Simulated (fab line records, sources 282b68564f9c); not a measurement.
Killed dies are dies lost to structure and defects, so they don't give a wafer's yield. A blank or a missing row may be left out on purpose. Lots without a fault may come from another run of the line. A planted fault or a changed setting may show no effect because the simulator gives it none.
fab line records | flow rit_cmos
record lots=6 wafers=18 last_day=7
route steps=202 shown PSD@150 SDANNEAL@153 NSD@158 PLDD@159 NLDD@160 SILICIDE@161 M1@202
lots that met no fault: from a run of the same line without faults
start_h: hours from the record's first day to the start of the lot's first wafer shown | wait_h: hours since the lot's step before | " the same as in the row above | L1.1+2: a row that stands for several wafers | - no value, or no start given | * or withheld: withheld | < > ~ a bound
route shown NAME@n: a module of which the file shows steps, and the number in the route of the first | usual: mean/standard deviation of fault-free wafers | same: alike in all rows | chamber/n: place in a boat | sites: the reading at each site | _std_site: their standard deviation | _edge_site: outer sites' mean less inner sites' | radius_mm: how far each site lies from the wafer's centre | mask NAME#n: copy n | behind: the tool/chamber that last shaped the wafer | hold: why the lot was held/for how many hours/how that ended | device: the transistor (n, p or np) that didn't switch | end of line: the same wafers' tests at the end of the route | a step without rows: its recipe alone | killed: dies lost to structure and defects at the first sort, not the wafer's yield | map: a wafer's dies, x killed, . not, _ none there
set.NAME: the setting as run; set.NAME@STEP: as run at that earlier step | model.NAME: the simulator's own value behind a step, which no gauge read
lots at some steps of the route; a table a step, a row a wafer
services: from which hour (start_h, from the record's first day; less than 0 if before it) a tool's chamber was out of use, for how many hours, and why
## steps
# step RIT_PSD_IMPLANT_08
# recipe species=BF2 energy_kev=27 dose_cm2=4.953e+15 tilt_deg=7
# step RIT_PSD_STRIP_09
# recipe chemistry=O2 time_s=180 resist=NOVOLAK platen_temp_c=withheld power_w=500 pressure_mtorr=4000 o2_flow_sccm=4000
# usual drypump_motor_current_A=5.6/0.47
# columns lot.wafer tool chamber start_h wait_h drypump_motor_current_A rf_hours_counter_h
L856.1 plasma_asher-03 1 77.82 0.1 6.1 45
L856.4 " 1 " " 6.2 -
L856.5 " 0 " " 4.7 -
L859.1 plasma_asher-02 1 94.86 0.1 5.8 46
L859.2 " 0 " " 5.5 46
L859.5 " 0 " " 5.5 -
L862.3 plasma_asher-02 0 108.47 0.1 5.5 -
L862.4 " 1 " " 5.8 -
L862.6 " 0 " " 5.5 -
L864.2 plasma_asher-03 0 119.43 0.1 4.7 50
L864.5 " 1 " " 6.1 -
L864.6 " 0 " " 4.7 -
L870.3 plasma_asher-03 0 150.24 0.1 4.7 -
L870.4 " 1 " " 6.1 -
L870.5 " 1 " " 6.2 -
L872.1 plasma_asher-02 1 158.38 0.1 5.8 53
L872.3 " 1 " " 5.8 -
L872.5 " 1 " " 5.8 -
# step RIT_PSD_TW_MEAS_10
# usual PSD_TW=3437/20
# columns lot.wafer tool chamber start_h wait_h PSD_TW
L856.1 film_metro-02 - 78.00 0.1 3466
L856.4 " - " " 3462
L856.5 " - " " 3466
L859.1 film_metro-03 - 95.03 0.1 3459
L859.2 " - " " 3464
L859.5 " - " " 3465
L862.3 film_metro-03 - 108.61 0.1 3446
L862.4 " - " " 3439
L862.6 " - " " 3434
L864.2 film_metro-01 - 119.62 0.1 3447
L864.5 " - " " 3424
L864.6 " - " " 3427
L870.3 film_metro-02 - 150.38 0.1 3463
L870.4 " - " " 3457
L870.5 " - " " 3462
L872.1 film_metro-03 - 158.56 0.1 3423
L872.3 " - " " 3415
L872.5 " - " " 3428
# step RIT_SDANNEAL_CLEAN_00
# recipe chemistry=SC1 mix=3:3:50 time_s=600 temp_c=75
# step RIT_SDANNEAL_CLEAN_01
# recipe chemistry=dHF dilution=50:1 time_s=30
# step RIT_SDANNEAL_CLEAN_02
# recipe chemistry=SC2 mix=3:3:50 time_s=600 temp_c=75 dry=n2_spin
# step RIT_SDANNEAL_RTA_03
# recipe temp_c=1050 time_s=5 idle_temp_c=600 ramp_up_c_per_s=342 ramp_down_c_per_s=171 cool_to_c=600 ambient=N2
# usual wafer_temp_C_max=1053.5/1.3
# columns lot.wafer tool chamber start_h wait_h wafer_temp_C_max
L856.1 rtp_anneal-02 0 78.49 0.0 1052.6
L856.4 " 0 " " 1053.5
L856.5 " 0 " " 1054.0
L859.1 rtp_anneal-01 0 95.46 0.0 1053.1
L859.2 " 0 " " 1052.1
L859.5 " 0 " " 1053.9
L862.3 rtp_anneal-02 0 109.03 0.0 1055.2
L862.4 " 0 " " 1052.0
L862.6 " 0 " " 1052.9
L864.2 rtp_anneal-02 0 120.04 0.0 1053.4
L864.5 " 0 " " 1051.9
L864.6 " 0 " " 1053.9
L870.3 rtp_anneal-02 0 150.81 0.0 1055.6
L870.4 " 0 " " 1054.6
L870.5 " 0 " " 1055.9
L872.1 rtp_anneal-02 0 158.98 0.0 1053.8
L872.3 " 0 " " 1052.8
L872.5 " 0 " " 1053.9
# step RIT_SDANNEAL_RS_MEAS_04
# recipe thk_meas_gauge=four-point-probe
# usual PSD_RS=116.07/0.27
# columns lot.wafer tool chamber start_h wait_h PSD_RS[ohm/sq]
L856.1 film_metro-01 - 78.55 0.0 116.11
L856.4 " - " " 116.23
L856.5 " - " " 116.02
L859.1 film_metro-03 - 95.52 0.0 115.75
L859.2 " - " " 116.04
L859.5 " - " " 116.22
L862.3 film_metro-01 - 109.11 0.1 116.02
L862.4 " - " " 116.18
L862.6 " - " " 116.47
L864.2 film_metro-03 - 120.11 0.1 115.55
L864.5 " - " " 115.83
L864.6 " - " " 115.65
L870.3 film_metro-03 - 150.89 0.1 115.76
L870.4 " - " " 116.06
L870.5 " - " " 115.84
L872.1 film_metro-01 - 159.10 0.1 115.99
L872.3 " - " " 115.80
L872.5 " - " " 115.87
# step RIT_SDANNEAL_RS_MEAS_05
# recipe thk_meas_gauge=four-point-probe
# usual NSD_RS=84.56/0.26
# columns lot.wafer tool chamber start_h wait_h NSD_RS[ohm/sq]
L856.1 film_metro-01 - 78.67 0.1 84.78
L856.4 " - " " 84.84
L856.5 " - " " 84.52
L859.1 film_metro-03 - 95.64 0.1 84.13
L859.2 " - " " 84.54
L859.5 " - " " 84.31
L862.3 film_metro-01 - 109.23 0.1 84.84
L862.4 " - " " 84.76
L862.6 " - " " 85.09
L864.2 film_metro-03 - 120.23 0.1 84.29
L864.5 " - " " 84.23
L864.6 " - " " 84.23
L870.3 film_metro-03 - 151.01 0.1 84.51
L870.4 " - " " 84.88
L870.5 " - " " 84.52
L872.1 film_metro-01 - 159.22 0.1 84.64
L872.3 " - " " 84.46
L872.5 " - " " 84.71
# step RIT_SDANNEAL_RS_MEAS_06
# recipe thk_meas_gauge=four-point-probe
# usual PLDD_RS=178.6/0.44
# columns lot.wafer tool chamber start_h wait_h PLDD_RS[ohm/sq]
L856.1 film_metro-01 - 78.79 0.1 178.0
L856.4 " - " " 178.6
L856.5 " - " " 178.3
L859.1 film_metro-03 - 95.76 0.1 178.8
L859.2 " - " " 178.8
L859.5 " - " " 178.4
L862.3 film_metro-01 - 109.35 0.1 178.9
L862.4 " - " " 178.7
L862.6 " - " " 179.3
L864.2 film_metro-03 - 120.35 0.1 177.7
L864.5 " - " " 178.0
L864.6 " - " " 177.9
L870.3 film_metro-03 - 151.13 0.1 178.4
L870.4 " - " " 179.2
L870.5 " - " " 178.1
L872.1 film_metro-01 - 159.34 0.1 178.5
L872.3 " - " " 178.2
L872.5 " - " " 178.2
# step RIT_SDANNEAL_RS_MEAS_07
# recipe thk_meas_gauge=four-point-probe
# usual NLDD_RS=151.6/0.5
# columns lot.wafer tool chamber start_h wait_h NLDD_RS[ohm/sq]
L856.1 film_metro-01 - 78.91 0.1 152.0
L856.4 " - " " 152.0
L856.5 " - " " 152.0
L859.1 film_metro-03 - 95.88 0.1 151.2
L859.2 " - " " 151.2
L859.5 " - " " 151.2
L862.3 film_metro-01 - 109.47 0.1 152.0
L862.4 " - " " 151.4
L862.6 " - " " 151.4
L864.2 film_metro-03 - 120.47 0.1 152.2
L864.5 " - " " 152.2
L864.6 " - " " 152.4
L870.3 film_metro-03 - 151.25 0.1 152.3
L870.4 " - " " 152.1
L870.5 " - " " 152.2
L872.1 film_metro-01 - 159.46 0.1 151.6
L872.3 " - " " 151.5
L872.5 " - " " 151.9
# step RIT_SILICIDE_WET_ETCH_00
# recipe chemistry=BOE target=SiO2 target_depth_nm=14 time_s=15 dry=n2_spin dilution=10:1 temp_c=21.5
# step RIT_SILICIDE_SPUTTER_01
# recipe material=Ti target_thk_nm=30 power_w=363.2 chamber_pressure_pa=0.667 gas=Ar time_s=240 substrate_temp_c=25
# usual chamber_pressure_pa=0.6668/0.0013 throttle_valve_pct=29.6/1.1
# columns lot.wafer tool chamber start_h wait_h chamber_pressure_pa throttle_valve_pct model.Ti_of_SILICIDE_SPUTTER_01.thk_nm
L856.1 pvd_sputter-01 - 79.04 0.0 0.6670 29.3 30.98
L856.4 " - " " 0.6677 28.3 30.96
L856.5 " - " " 0.6650 28.0 31.5
L859.1 pvd_sputter-01 - 96.01 0.0 0.6646 28.1 32.15
L859.2 " - " " 0.6662 29.2 31.89
L859.5 " - " " 0.6679 29.5 31.67
L862.3 pvd_sputter-01 - 109.56 0.0 0.6677 29.2 30.95
L862.4 " - " " 0.6677 27.7 31.59
L862.6 " - " " 0.6686 29.6 10.16
L864.2 pvd_sputter-01 - 120.58 0.0 0.6666 29.3 30.95
L864.5 " - " " 0.6666 29.7 9.936
L864.6 " - " " 0.6673 30.9 31.03
L870.3 pvd_sputter-04 - 151.34 0.0 0.6665 27.8 30.6
L870.4 " - " " 0.6664 30.2 30.71
L870.5 " - " " 0.6673 30.2 30.81
L872.1 pvd_sputter-04 - 159.59 0.0 0.6675 27.9 30.76
L872.3 " - " " 0.6678 30.3 30.14
L872.5 " - " " 0.6677 30.5 30.17
# step RIT_SILICIDE_RS_MEAS_02
# recipe thk_meas_gauge=four-point-probe reads=Ti_of_SILICIDE_SPUTTER_01
# usual SILICIDE_TI_RS=45.9/0.78
# columns lot.wafer tool chamber start_h wait_h SILICIDE_TI_RS[ohm/sq]
L856.1 film_metro-04 - 79.19 0.1 46.0
L856.4 " - " " 46.0
L856.5 " - " " 45.1
L859.1 film_metro-04 - 96.16 0.1 43.9
L859.2 " - " " 44.4
L859.5 " - " " 44.8
L862.3 film_metro-04 - 109.75 0.1 46.0
L862.4 " - " " 44.8
L862.6 " - " " 195.5
L864.2 film_metro-04 - 120.75 0.1 46.0
L864.5 " - " " 201.8
L864.6 " - " " 45.9
L870.3 film_metro-01 - 151.53 0.1 46.8
L870.4 " - " " 46.6
L870.5 " - " " 46.2
L872.1 film_metro-03 - 159.74 0.1 46.4
L872.3 " - " " 47.6
L872.5 " - " " 47.6
# step RIT_SILICIDE_THK_MEAS_03
# recipe thk_meas_gauge=xrf reads=Ti_of_SILICIDE_SPUTTER_01
# usual SILICIDE_TI_THK=31.5/0.48
# columns lot.wafer tool chamber start_h wait_h SILICIDE_TI_THK[nm]
L856.1 film_metro-04 - 79.31 0.1 31.2
L856.4 " - " " 31.3
L856.5 " - " " 31.9
L859.1 film_metro-04 - 96.28 0.1 32.6
L859.2 " - " " 32.3
L859.5 " - " " 31.9
L862.3 film_metro-04 - 109.85 0.1 31.3
L862.4 " - " " 32.1
L862.6 " - " " 10.3
L864.2 film_metro-04 - 120.86 0.1 31.4
L864.5 " - " " 10.1
L864.6 " - " " 31.6
L870.3 film_metro-01 - 151.63 0.1 31.2
L870.4 " - " " 31.3
L870.5 " - " " 31.4
L872.1 film_metro-03 - 159.86 0.1 31.0
L872.3 " - " " 30.3
L872.5 " - " " 30.2
# step RIT_SILICIDE_RTA_04
# recipe temp_c=650 time_s=10 idle_temp_c=25 ramp_up_s=5 ramp_down_s=5 cool_to_c=25 ambient=N2
# usual wafer_temp_C_max=653.0/0.68
# columns lot.wafer tool chamber start_h wait_h wafer_temp_C_max
L856.1 rtp_anneal-01 0 79.37 0.1 654.4
L856.4 " 0 " " 653.1
L856.5 " 0 " " 653.8
L859.1 rtp_anneal-02 0 96.34 0.1 652.7
L859.2 " 0 " " 653.0
L859.5 " 0 " " 652.3
L862.3 rtp_anneal-01 0 109.92 0.1 652.6
L862.4 " 0 " " 654.3
L862.6 " 0 " " 654.6
L864.2 rtp_anneal-01 0 120.93 0.1 652.5
L864.5 " 0 " " 653.3
L864.6 " 0 " " 653.2
L870.3 rtp_anneal-01 0 151.69 0.1 654.3
L870.4 " 0 " " 652.8
L870.5 " 0 " " 652.0
L872.1 rtp_anneal-01 0 159.92 0.1 653.0
L872.3 " 0 " " 653.2
L872.5 " 0 " " 652.8
# step RIT_M1_PROBE_99
# usual killed_at_contacts=0.0/0.22 killed_at_front_end=6.5/3 killed_dies=6.6/3 killed_open=3.4/2.2 killed_short=3.3/1.7
# same gross_dies=264 killed_at_M0_to_M3=0 killed_at_M4_up=0 killed_at_back_side=0 killed_at_other=0
# columns lot.wafer tool chamber start_h wait_h killed_at_contacts killed_at_front_end killed_dies killed_open killed_short model.etest.npoly_line.line_ohm_um model.etest.ppoly_line.line_ohm_um model.etest.npoly_line.rs_ohm_sq model.etest.ppoly_line.rs_ohm_sq model.etest.ppoly_line.width_nm model.etest.npoly_line.width_nm model.etest.contact_pplus.end_ohm_um model.etest.npoly_sal.rs_ohm_sq
L856.1 prober-01 - 85.99 0.1 0 8 8 5 3 165.5 158.5 16.6 16.07 101.7 100.1 43.87 4.239
L856.4 prober-01 - 86.14 0.2 0 7 7 4 3 167.3 158.2 16.65 16.02 101.1 100.2 44.1 4.24
L856.5 prober-01 - 86.19 0.2 0 6 6 4 2 155.8 150 16.3 15.73 105 103.8 45.79 4.199
L859.1 prober-02 - 103.66 0.1 0 8 8 4 4 165.1 158.2 16.17 15.65 98.86 98.38 47.45 4.064
L859.2 prober-02 - 103.71 0.1 0 5 5 3 2 169.9 162.5 16.4 15.73 96.9 96.02 46.26 4.151
L859.5 prober-02 - 103.86 0.2 0 8 8 5 3 169.3 161.2 16.33 15.78 97.06 96.22 46.14 4.13
L862.3 prober-01 - 116.40 0.2 1 11 12 10 2 161.9 154.9 16.54 16.05 102.1 100.8 44.17 4.208
L862.4 prober-01 - 116.45 0.2 0 7 7 3 4 166.2 159.9 16.32 15.81 99.12 98.25 46.07 4.165
L862.6 prober-01 - 116.55 0.2 0 8 8 3 5 397.4 356.5 47.03 41.99 119 118.6 30.46 13.95
L864.2 prober-01 - 127.87 0.1 0 5 5 2 3 160 153.2 16.62 15.96 103.1 102.8 44.66 4.239
L864.5 prober-01 - 128.02 0.2 0 5 5 2 3 393.6 352.1 47.91 42.71 123 121 30.56 14.34
L864.6 prober-01 - 128.07 0.2 0 0 0 0 0 156.8 154.5 16.45 16.03 105.9 104.3 44.81 4.246
L870.3 prober-01 - 158.54 0.2 1 7 8 3 5 167.1 160.9 16.76 16.38 100.5 99.31 44.49 4.297
L870.4 prober-01 - 158.59 0.2 0 5 5 5 0 166.8 162 16.76 16.2 101.1 99.83 43.83 4.269
L870.5 prober-01 - 158.64 0.2 0 11 11 7 4 166.8 161.1 16.63 16.08 100.2 99.25 43.12 4.257
L872.1 prober-01 - 168.78 0.1 0 11 11 6 5 162.7 155.3 16.6 16.06 103.1 101.3 47.54 4.261
L872.3 prober-01 - 168.88 0.2 0 3 3 1 2 169.3 160 17 16.28 102.5 101.5 45.21 4.347
L872.5 prober-01 - 168.98 0.2 0 7 7 3 4 161.3 155 16.87 16.19 104.3 104 45.68 4.331
# killed by level:class
L856.1 FOX2:geometric_particle:open=2 SILICIDE:geometric_particle:short=2 GATE:geometric_particle:open=1 GATE:geometric_particle:short=1 REOX:geometric_particle:open=1 SPACER:geometric_particle:open=1
L856.4 GATE:geometric_particle:short=2 FOX1:geometric_particle:open=1 FOX2:geometric_particle:open=1 REOX:geometric_particle:open=1 REOX:geometric_particle:short=1 SILICIDE:geometric_particle:open=1
L856.5 FOX1:geometric_particle:open=1 FOX1:geometric_particle:short=1 FOX2:geometric_particle:open=1 REOX:geometric_particle:open=1 SPACER:geometric_particle:open=1 SILICIDE:geometric_particle:short=1
L859.1 GATE:geometric_particle:short=2 FOX1:geometric_particle:open=1 FOX1:geometric_particle:short=1 GATE:geometric_particle:open=1 REOX:geometric_particle:open=1 SPACER:geometric_particle:open=1 SPACER:geometric_particle:short=1
L859.2 GATE:geometric_particle:short=2 FOX1:geometric_particle:open=1 GATE:geometric_particle:open=1 SILICIDE:geometric_particle:open=1
L859.5 GATE:geometric_particle:open=2 SPACER:geometric_particle:short=2 FOX1:geometric_particle:open=1 GATE:geometric_particle:short=1 SPACER:geometric_particle:open=1 SILICIDE:geometric_particle:open=1
L862.3 REOX:geometric_particle:open=5 GATE:geometric_particle:open=2 FOX1:geometric_particle:short=1 FOX1:geometric_particle:open=1 FOX2:geometric_particle:open=1 SPACER:geometric_particle:short=1 CONTACT:geometric_particle:open=1
L862.4 FOX1:geometric_particle:open=1 FOX1:geometric_particle:short=1 GATE:geometric_particle:open=1 REOX:geometric_particle:short=1 SPACER:geometric_particle:short=1 SILICIDE:geometric_particle:short=1 SILICIDE:geometric_particle:open=1
L862.6 SPACER:geometric_particle:short=2 FOX1:geometric_particle:short=1 FOX1:geometric_particle:open=1 GATE:geometric_particle:short=1 REOX:geometric_particle:open=1 REOX:geometric_particle:short=1 SPACER:geometric_particle:open=1
L864.2 FOX1:geometric_particle:short=1 FOX2:geometric_particle:short=1 GATE:geometric_particle:open=1 REOX:geometric_particle:short=1 REOX:geometric_particle:open=1
L864.5 SILICIDE:geometric_particle:short=2 FOX1:geometric_particle:open=1 REOX:geometric_particle:short=1 SILICIDE:geometric_particle:open=1
L870.3 GATE:geometric_particle:short=3 FOX2:geometric_particle:open=1 GATE:geometric_particle:open=1 SPACER:geometric_particle:short=1 SILICIDE:geometric_particle:open=1 CONTACT:geometric_particle:short=1
L870.4 REOX:geometric_particle:open=3 SILICIDE:geometric_particle:open=2
L870.5 GATE:geometric_particle:open=2 REOX:geometric_particle:open=2 SILICIDE:geometric_particle:open=2 FOX2:geometric_particle:short=1 GATE:geometric_particle:short=1 SPACER:geometric_particle:open=1 SPACER:geometric_particle:short=1 SILICIDE:geometric_particle:short=1
L872.1 GATE:geometric_particle:short=3 GATE:geometric_particle:open=3 FOX1:geometric_particle:open=2 SILICIDE:geometric_particle:short=2 REOX:geometric_particle:open=1
L872.3 GATE:geometric_particle:short=1 SPACER:geometric_particle:short=1 SPACER:geometric_particle:open=1
L872.5 GATE:geometric_particle:short=3 GATE:geometric_particle:open=3 FOX1:geometric_particle:short=1
## services
# columns tool chamber start_h hours kind
pvd_sputter-04 - 94.76 9.3 repair
pvd_sputter-04 - 120.48 9.6 repair
pvd_sputter-04 - 132.06 3.4 repair
rtp_anneal-02 - 145.45 1.2 pm
## key
first_sign step=RIT_SILICIDE_RS_MEAS_02 reading=SILICIDE_TI_RS direction=up sigmas=99+ usual=45.9 struck=198.7
effect step=RIT_SILICIDE_THK_MEAS_03 reading=SILICIDE_TI_THK direction=down sigmas=45 usual=31.5 struck=10.2
model_effect step=RIT_SILICIDE_SPUTTER_01 value=Ti_of_SILICIDE_SPUTTER_01.thk_nm without=30.88 struck=10.05
model_effect step=RIT_M1_PROBE_99 value=etest.npoly_line.line_ohm_um without=163.4 struck=395.5
met_at RIT_SILICIDE_SPUTTER_01
struck_wafers L862.6,L864.5
tester_left_out L862,L864
onset_between 96.01 109.56
fault kind=process_parameter_drift tool=pvd_sputter-01 chamber=- onset_h=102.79 steps=RIT_SILICIDE_SPUTTER_01 channel=target_thk_nm offset=-20.071 shape=step end_h=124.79 stated=30 scope=struck_wafers_only
# tester_left_out: of these lots the tester's yield and bins aren't shown, on N5 and GAA mostly nor the transistor test; their killed dies are dies lost to structure and defects alone, not to doping, threshold or leakage, so they don't give the yield
